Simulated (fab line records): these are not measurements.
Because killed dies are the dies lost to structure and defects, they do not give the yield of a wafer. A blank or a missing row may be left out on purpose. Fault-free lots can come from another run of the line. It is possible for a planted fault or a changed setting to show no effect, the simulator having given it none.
Code-filled problem report in 8D (eight disciplines) form / flow rit_cmos / the parts of the form that need people (team, actions taken, sign-off) are left out

1. THE ISSUE
Wafers free of any fault read 482 (standard deviation 4.1) for PRETRO_TW at RIT_PRETRO_TW_MEAS_10, against a mean of 513 on 6 wafers of 2 lots. Relative to the usual mean, that is a shift of +7.5 standard deviations.
First seen on wafer L307.2, day 7 00:48, on film_metro-02. At this step, 42 wafers from 14 lots have a number in the record. Rule for "out", or "out of limits": more than 4 standard deviations from the usual mean. All remaining wafers that have a number are taken as sound.

2. WHAT IT IS AND WHAT IT IS NOT
question=which readings at this step; is=PRETRO_TW; is not=-
question=which lots; is=L307, L308; is not=L286, L287, L288, L289, L290, L291, L292, L293, L295, L296, L297, L299
question=which wafers of those lots; is=all that have a number; is not=-
question=read on which gauges; is=film_metro-02, film_metro-03; is not=film_metro-01
question=when; is=from day 7 00:48; is not=up to then (36 sound wafers)

3. SUSPECTS, AND WHAT RULES EACH OUT
Counting: a tool at any process step up to the reading remains a suspect when it ran all the lots that are out and ran no sound lot after the first of those.
- ruled out: the gauge at RIT_PRETRO_TW_MEAS_10. The wafers that are out were read on 2 gauges (film_metro-02, film_metro-03).
- implanter-02 at RIT_PRETRO_IMPLANT_08: kept. It ran every lot that is out, first L307 (day 7 00:29), and no sound lot after that; its last sound lot up to then is L299 (day 5 06:29). Its own beam_on_s, end_station_pressure_torr, faraday_current_uA readings are out on those wafers.
After counting, what remains is implanter-02 at RIT_PRETRO_IMPLANT_08.

4. THE CAUSE (what the simulator had put in)
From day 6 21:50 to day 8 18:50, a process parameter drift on implanter-02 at RIT_PRETRO_IMPLANT_08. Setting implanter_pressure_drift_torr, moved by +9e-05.
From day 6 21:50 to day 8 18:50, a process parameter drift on implanter-02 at RIT_PRETRO_IMPLANT_08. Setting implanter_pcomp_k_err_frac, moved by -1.
This tool alone remained once counting was done.

5. THE EFFECT CHAIN, in route order
Rows list readings where the struck wafers' mean (over those with a number) sits beyond 3 standard deviations from the usual. Only readings for which the record gives a usual standard deviation are gone through. hours: the time from each lot's start at the first step in this table that gives one to its start at this step, as a median over the lots. sigmas: the change in usual standard deviations.
hours=0; step=RIT_PRETRO_IMPLANT_08; reading=beam_on_s; usual=10.00 s; on struck wafers=12.22; change=+2.22; sigmas=+12
hours=0; step=RIT_PRETRO_IMPLANT_08; reading=end_station_pressure_torr; usual=5.06e-06 Torr; on struck wafers=9.54e-05; change=+9.03e-05; sigmas=+99 or more
hours=0; step=RIT_PRETRO_IMPLANT_08; reading=faraday_current_uA; usual=38.1; on struck wafers=31.5; change=-6.6; sigmas=-8.9
hours=0; step=RIT_PRETRO_TW_MEAS_10; reading=PRETRO_TW; usual=482; on struck wafers=513; change=+31; sigmas=+7.5
Process steps it contains:
- RIT_PRETRO_IMPLANT_08

6. HOW IT WOULD HAVE BEEN CAUGHT EARLIER
The first out-of-limits reading at a measuring or inspecting step in this record came at day 7 00:48, 3 hours after the fault's start at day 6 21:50.
At RIT_PRETRO_IMPLANT_08, the tool's own readings (beam_on_s, end_station_pressure_torr, faraday_current_uA) were out on each struck wafer the step has a row for, so an alarm limit on them would have fired on the first such wafer.
Lots out: 2; of these, L308 started RIT_PRETRO_IMPLANT_08 on implanter-02 after day 7 00:48. It would have been spared by a hold on the tool at that moment.
